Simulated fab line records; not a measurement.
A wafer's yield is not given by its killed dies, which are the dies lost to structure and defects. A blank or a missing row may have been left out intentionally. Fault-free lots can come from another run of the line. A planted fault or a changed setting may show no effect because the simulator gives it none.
fab line records || flow rit-cmos
[record] {"lots": 14, "wafers": 42, "last-day": 7}
route steps=202 shown NWELL@29 PWELL@49 M1@202
lots that met no fault: taken from a fault-free run of the same line
start-h: hours from the record's opening day to when the first of the lot's shown wafers began || wait-h: how many hours have passed since the lot's step before this one || " repeats the value in the row above || L1.1+2: a single row standing in for several wafers || - no value present, or no start provided || * or withheld: withheld || < > ~ a bound
route shown NAME@n: a module of which the file shows steps, and the number in the route of the first || usual: the fault-free wafers' mean and standard deviation || same: alike in all rows || chamber/n: place in a boat || sites: the reading at each site || _std_site: the standard deviation of these || _edge_site: outer sites' mean less inner sites' || radius-mm: for every site, how far away it sits from the centre of the wafer || mask NAME#n: copy n || behind: tool/chamber where the wafer was last shaped || hold: cause of the lot's hold/its duration in hours/its outcome || device: the transistor (n, p or np) that didn't switch || end of line: the same wafers' tests at the end of the route || a step without rows: its recipe alone || killed: not the wafer's yield, but the dies lost to structure and defects at the first sort || map: a wafer's dies, x killed, . not, _ none there
set.NAME: the setting that was run; set.NAME@STEP: the one run at that earlier step || model.NAME: the simulator's own value behind a step, which no gauge read
route steps across a sampled set of lots; one table per step, one row per wafer
[[steps]]
[step RIT_NWELL_COAT_01]
[recipe] {"resist": "NOVOLAK", "spin-rpm": 2000, "resist-thk-nm": 1300}
{"lot.wafer": "L407.1+2+4", "tool": "litho-track-02", "chamber": 0, "start-h": 26.15, "wait-h": 0.1}
{"lot.wafer": "L408.1+2+6", "tool": "litho-track-04", "chamber": 0, "start-h": 30.22, "wait-h": 0.1}
{"lot.wafer": "L409.2+4+6", "tool": "litho-track-04", "chamber": 0, "start-h": 34.49, "wait-h": 0.1}
{"lot.wafer": "L410.2+3+5", "tool": "litho-track-01", "chamber": 0, "start-h": 40.55, "wait-h": 0.1}
{"lot.wafer": "L411.2+3+5", "tool": "litho-track-01", "chamber": 0, "start-h": 44.68, "wait-h": 0.1}
{"lot.wafer": "L412.1+4+6", "tool": "litho-track-01", "chamber": 0, "start-h": 50.66, "wait-h": 0.1}
{"lot.wafer": "L414.1+2+5", "tool": "litho-track-02", "chamber": 0, "start-h": 62.97, "wait-h": 0.1}
{"lot.wafer": "L416.1+2+3", "tool": "litho-track-02", "chamber": 0, "start-h": 70.02, "wait-h": 0.1}
{"lot.wafer": "L417.2+4+5", "tool": "litho-track-04", "chamber": 0, "start-h": 74.72, "wait-h": 0.1}
{"lot.wafer": "L419.1+3+4", "tool": "litho-track-01", "chamber": 0, "start-h": 85.55, "wait-h": 0.1}
{"lot.wafer": "L421.1+5+6", "tool": "litho-track-02", "chamber": 0, "start-h": 96.02, "wait-h": 0.1}
{"lot.wafer": "L423.1+3+5", "tool": "litho-track-04", "chamber": 0, "start-h": 106.40, "wait-h": 0.1}
{"lot.wafer": "L424.1+3+4", "tool": "litho-track-02", "chamber": 0, "start-h": 113.27, "wait-h": 0.1}
{"lot.wafer": "L427.3+4+5", "tool": "litho-track-04", "chamber": 0, "start-h": 127.03, "wait-h": 0.1}
[step RIT_PWELL_TW_MEAS_10]
[usual] {"PWELL_TW": "947/11"}
{"lot.wafer": "L407.1", "tool": "film-metro-02", "chamber": "-", "start-h": 29.37, "wait-h": 0.1, "PWELL_TW": 946}
{"lot.wafer": "L407.2", "tool": "film-metro-02", "chamber": "-", "start-h": 29.37, "wait-h": 0.1, "PWELL_TW": 946}
{"lot.wafer": "L407.4", "tool": "film-metro-02", "chamber": "-", "start-h": 29.37, "wait-h": 0.1, "PWELL_TW": 951}
{"lot.wafer": "L408.1", "tool": "film-metro-04", "chamber": "-", "start-h": 34.92, "wait-h": 0.1, "PWELL_TW": 944}
{"lot.wafer": "L408.2", "tool": "film-metro-04", "chamber": "-", "start-h": 34.92, "wait-h": 0.1, "PWELL_TW": 936}
{"lot.wafer": "L408.6", "tool": "film-metro-04", "chamber": "-", "start-h": 34.92, "wait-h": 0.1, "PWELL_TW": 945}
{"lot.wafer": "L409.2", "tool": "film-metro-01", "chamber": "-", "start-h": 37.49, "wait-h": 0.1, "PWELL_TW": 957}
{"lot.wafer": "L409.4", "tool": "film-metro-01", "chamber": "-", "start-h": 37.49, "wait-h": 0.1, "PWELL_TW": 956}
{"lot.wafer": "L409.6", "tool": "film-metro-01", "chamber": "-", "start-h": 37.49, "wait-h": 0.1, "PWELL_TW": 958}
{"lot.wafer": "L410.2", "tool": "film-metro-04", "chamber": "-", "start-h": 43.70, "wait-h": 0.1, "PWELL_TW": 933}
{"lot.wafer": "L410.3", "tool": "film-metro-04", "chamber": "-", "start-h": 43.70, "wait-h": 0.1, "PWELL_TW": 931}
{"lot.wafer": "L410.5", "tool": "film-metro-04", "chamber": "-", "start-h": 43.70, "wait-h": 0.1, "PWELL_TW": 937}
{"lot.wafer": "L411.2", "tool": "film-metro-01", "chamber": "-", "start-h": 47.69, "wait-h": 0.1, "PWELL_TW": 963}
{"lot.wafer": "L411.3", "tool": "film-metro-01", "chamber": "-", "start-h": 47.69, "wait-h": 0.1, "PWELL_TW": 961}
{"lot.wafer": "L411.5", "tool": "film-metro-01", "chamber": "-", "start-h": 47.69, "wait-h": 0.1, "PWELL_TW": 961}
{"lot.wafer": "L412.1", "tool": "film-metro-01", "chamber": "-", "start-h": 53.55, "wait-h": 0.1, "PWELL_TW": 967}
{"lot.wafer": "L412.4", "tool": "film-metro-01", "chamber": "-", "start-h": 53.55, "wait-h": 0.1, "PWELL_TW": 966}
{"lot.wafer": "L412.6", "tool": "film-metro-01", "chamber": "-", "start-h": 53.55, "wait-h": 0.1, "PWELL_TW": 966}
{"lot.wafer": "L414.1", "tool": "film-metro-02", "chamber": "-", "start-h": 66.15, "wait-h": 0.1, "PWELL_TW": 938}
{"lot.wafer": "L414.2", "tool": "film-metro-02", "chamber": "-", "start-h": 66.15, "wait-h": 0.1, "PWELL_TW": 934}
{"lot.wafer": "L414.5", "tool": "film-metro-02", "chamber": "-", "start-h": 66.15, "wait-h": 0.1, "PWELL_TW": 937}
{"lot.wafer": "L416.1", "tool": "film-metro-02", "chamber": "-", "start-h": 73.07, "wait-h": 0.1, "PWELL_TW": 938}
{"lot.wafer": "L416.2", "tool": "film-metro-02", "chamber": "-", "start-h": 73.07, "wait-h": 0.1, "PWELL_TW": 943}
{"lot.wafer": "L416.3", "tool": "film-metro-02", "chamber": "-", "start-h": 73.07, "wait-h": 0.1, "PWELL_TW": 941}
{"lot.wafer": "L417.2", "tool": "film-metro-02", "chamber": "-", "start-h": 77.73, "wait-h": 0.1, "PWELL_TW": 944}
{"lot.wafer": "L417.4", "tool": "film-metro-02", "chamber": "-", "start-h": 77.73, "wait-h": 0.1, "PWELL_TW": 940}
{"lot.wafer": "L417.5", "tool": "film-metro-02", "chamber": "-", "start-h": 77.73, "wait-h": 0.1, "PWELL_TW": 944}
{"lot.wafer": "L419.1", "tool": "film-metro-01", "chamber": "-", "start-h": 88.57, "wait-h": 0.1, "PWELL_TW": 963}
{"lot.wafer": "L419.3", "tool": "film-metro-01", "chamber": "-", "start-h": 88.57, "wait-h": 0.1, "PWELL_TW": 962}
{"lot.wafer": "L419.4", "tool": "film-metro-01", "chamber": "-", "start-h": 88.57, "wait-h": 0.1, "PWELL_TW": 963}
{"lot.wafer": "L421.1", "tool": "film-metro-01", "chamber": "-", "start-h": 99.25, "wait-h": 0.1, "PWELL_TW": 963}
{"lot.wafer": "L421.5", "tool": "film-metro-01", "chamber": "-", "start-h": 99.25, "wait-h": 0.1, "PWELL_TW": 964}
{"lot.wafer": "L421.6", "tool": "film-metro-01", "chamber": "-", "start-h": 99.25, "wait-h": 0.1, "PWELL_TW": 967}
{"lot.wafer": "L423.1", "tool": "film-metro-04", "chamber": "-", "start-h": 109.51, "wait-h": 0.1, "PWELL_TW": 1981}
{"lot.wafer": "L423.3", "tool": "film-metro-04", "chamber": "-", "start-h": 109.51, "wait-h": 0.1, "PWELL_TW": 1993}
{"lot.wafer": "L423.5", "tool": "film-metro-04", "chamber": "-", "start-h": 109.51, "wait-h": 0.1, "PWELL_TW": 1989}
{"lot.wafer": "L424.1", "tool": "film-metro-01", "chamber": "-", "start-h": 116.45, "wait-h": 0.1, "PWELL_TW": 963}
{"lot.wafer": "L424.3", "tool": "film-metro-01", "chamber": "-", "start-h": 116.45, "wait-h": 0.1, "PWELL_TW": 965}
{"lot.wafer": "L424.4", "tool": "film-metro-01", "chamber": "-", "start-h": 116.45, "wait-h": 0.1, "PWELL_TW": 964}
{"lot.wafer": "L427.3", "tool": "film-metro-01", "chamber": "-", "start-h": 130.02, "wait-h": 0.1, "PWELL_TW": 2046}
{"lot.wafer": "L427.4", "tool": "film-metro-01", "chamber": "-", "start-h": 130.02, "wait-h": 0.1, "PWELL_TW": 2039}
{"lot.wafer": "L427.5", "tool": "film-metro-01", "chamber": "-", "start-h": 130.02, "wait-h": 0.1, "PWELL_TW": 2034}
[step RIT_M1_PROBE_99]
[usual] {"killed_at_M0_to_M3": "0.0/0.14", "killed-at-contacts": "0.1/0.3", "killed-at-front-end": "6.5/2.9", "killed-dies": "6.6/3", "killed-open": "3.3/2", "killed-short": "3.3/1.9"}
[same] {"gross-dies": 264, "killed_at_M4_up": 0, "killed-at-back-side": 0, "killed-at-other": 0}
{"lot.wafer": "L423.1", "tool": "prober-02", "chamber": "-", "start-h": 150.05, "wait-h": 0.1, "killed_at_M0_to_M3": 0, "killed-at-contacts": 0, "killed-at-front-end": 8, "killed-dies": 8, "killed-open": 4, "killed-short": 4}
{"lot.wafer": "L423.3", "tool": "prober-02", "chamber": "-", "start-h": 150.15, "wait-h": 0.2, "killed_at_M0_to_M3": 0, "killed-at-contacts": 0, "killed-at-front-end": 9, "killed-dies": 9, "killed-open": 5, "killed-short": 4}
{"lot.wafer": "L423.5", "tool": "prober-02", "chamber": "-", "start-h": 150.25, "wait-h": 0.2, "killed_at_M0_to_M3": 0, "killed-at-contacts": 0, "killed-at-front-end": 8, "killed-dies": 8, "killed-open": 0, "killed-short": 8}
{"lot.wafer": "L424.1", "tool": "prober-01", "chamber": "-", "start-h": 159.36, "wait-h": 0.1, "killed_at_M0_to_M3": 0, "killed-at-contacts": 0, "killed-at-front-end": 5, "killed-dies": 5, "killed-open": 2, "killed-short": 3}
{"lot.wafer": "L424.3", "tool": "prober-01", "chamber": "-", "start-h": 159.46, "wait-h": 0.2, "killed_at_M0_to_M3": 0, "killed-at-contacts": 0, "killed-at-front-end": 3, "killed-dies": 3, "killed-open": 2, "killed-short": 1}
{"lot.wafer": "L424.4", "tool": "prober-01", "chamber": "-", "start-h": 159.51, "wait-h": 0.2, "killed_at_M0_to_M3": 0, "killed-at-contacts": 0, "killed-at-front-end": 2, "killed-dies": 2, "killed-open": 0, "killed-short": 2}
// killed by level:class
L423.1 REOX:geometric-particle:short=2 SILICIDE:geometric-particle:open=2 SPACER:geometric-particle:short=1 FOX2:geometric-particle:short=1 FOX2:geometric-particle:open=1 GATE:geometric-particle:open=1
L423.3 FOX2:geometric-particle:open=3 GATE:geometric-particle:open=2 REOX:geometric-particle:short=2 FOX2:geometric-particle:short=1 SPACER:geometric-particle:short=1
L423.5 GATE:geometric-particle:short=2 REOX:geometric-particle:short=2 SPACER:geometric-particle:short=2 FOX1:geometric-particle:short=1 FOX2:geometric-particle:short=1
L424.1 GATE:geometric-particle:open=1 REOX:geometric-particle:short=1 SPACER:geometric-particle:short=1 SPACER:geometric-particle:open=1 SILICIDE:geometric-particle:short=1
L424.3 GATE:geometric-particle:open=1 SILICIDE:geometric-particle:open=1 SILICIDE:geometric-particle:short=1
L424.4 REOX:geometric-particle:short=1 SPACER:geometric-particle:short=1
[[key]]
[first-sign] {"step": "RIT_PWELL_TW_MEAS_10", "reading": "PWELL_TW", "direction": "up", "sigmas": 99, "usual": 947, "struck": 2014}
effect none on later readings
met-at RIT_NWELL_COAT_01
struck-lots L423,L427
tester-left-out L423,L427
onset-between 74.72 106.40
[fault] {"kind": "process-parameter-drift", "tool": "litho-track-04", "chamber": "-", "onset-h": 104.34, "steps": "RIT_NWELL_COAT_01", "channel": "resist-thk-nm", "offset": -1040, "shape": "step", "end-h": 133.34, "acts-in": "these-recipes-only", "stated": 1300}
// tester-left-out: of these lots the tester's yield and bins aren't shown, on N5 and GAA mostly nor the transistor test; their killed dies are dies lost to structure and defects alone, not to doping, threshold or leakage, so they don't give the yield
